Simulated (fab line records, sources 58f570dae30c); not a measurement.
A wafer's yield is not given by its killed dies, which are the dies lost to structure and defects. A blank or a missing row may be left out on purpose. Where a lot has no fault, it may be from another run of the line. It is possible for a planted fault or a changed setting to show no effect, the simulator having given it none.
A struck lot beside a sound one :: flow berkeleyCmos170 :: 14 steps out of a route of 331
Sound: these wafers, L457.4, L457.5, L457.6. Wafers L450.1, L450.2, L450.3 were the ones struck. At the end, the cause is stated.
Each step with rows lists, per side, the tool, then ch with its chambers, then its first start. Under that, the readings that differ: sound wafers :: struck wafers :: difference of the means :: sigmas: that difference in standard deviations of wafers without a fault.
alike: readings whose means differ by less than 2 such deviations, and words and numbers that are the same on both sides. not compared: withheld readings, readings that some wafer has no value for, bounds like >300 that may hide the same value, and numbers for which the record gives no deviation and whose values overlap.
The two part at a step that has a row with sigmas, a row that says differs or no value, or rows on one side only. Numbers that don't overlap but have no deviation are shown without sigmas and don't part them. A reading that every wafer of one side lacks parts them only if that side has two wafers or more.

first, 1 step without rows for these wafers: UCB170_FIELD_WET_ETCH_06 (etches SiO2 in BOE, time 22 s).
UCB170_FIELD_THK_MEAS_90:
  struck on filmMetro-04, day 6 22:31; sound on filmMetro-04, day 8 23:16
  alike: FIELD_OXIDE_LEFT_1_THK
then, 2 steps without rows for these wafers: UCB170_SACOX_CLEAN_00 (cleans in dHF, time 7.5 s); UCB170_SACOX_OXIDATION_01 (target thk 14.4 nm, ox time 2400 s).
UCB170_SACOX_THK_MEAS_02:
  struck on filmMetro-03, day 7 04:02; sound on filmMetro-02, day 9 02:26
reading: SACOX_OXIDE_THK (nm)
sound: 14.98 14.86 14.70
struck: 14.21 14.39 14.17
difference: -0.59
sigmas: -3
then, 2 steps without rows for these wafers: UCB170_SCREENOX_WET_ETCH_00 (etches SiO2 in dHF, time 200 s); UCB170_SCREENOX_OXIDATION_01 (target thk 14.4 nm, ox time 2400 s).
UCB170_SCREENOX_THK_MEAS_02:
  struck on filmMetro-03, day 7 10:39; sound on filmMetro-02, day 9 05:44
  alike: SCREENOX_OXIDE_THK
then, 4 steps without rows for these wafers: UCB170_SCREENOX_ANNEAL_03 (time 900 s); UCB170_NVT_HMDS_00 (prime time 60 s); UCB170_NVT_COAT_01 (resist thk 900 nm); UCB170_NVT_SOFTBAKE_02 (time 60 s).
UCB170_NVT_EXPOSE_03: exposes mask PWELL, target cd 3000 nm.
  sound on krfScanner-02 ch 0, day 9 11:38; struck on krfScanner-02, day 7 18:01
  no value came back on the struck wafers for exposureDoseMJCm2, focusOffsetNm (nm); on the sound wafers exposureDoseMJCm2 reads 29.997 29.985 30.021
  alike: mask
then, 1 step without rows for these wafers: UCB170_NVT_PEB_04.

WHERE THEY PART
At UCB170_SACOX_THK_MEAS_02 first; at UCB170_NVT_EXPOSE_03 last (within this record only).

WHY: the cause the simulator had injected
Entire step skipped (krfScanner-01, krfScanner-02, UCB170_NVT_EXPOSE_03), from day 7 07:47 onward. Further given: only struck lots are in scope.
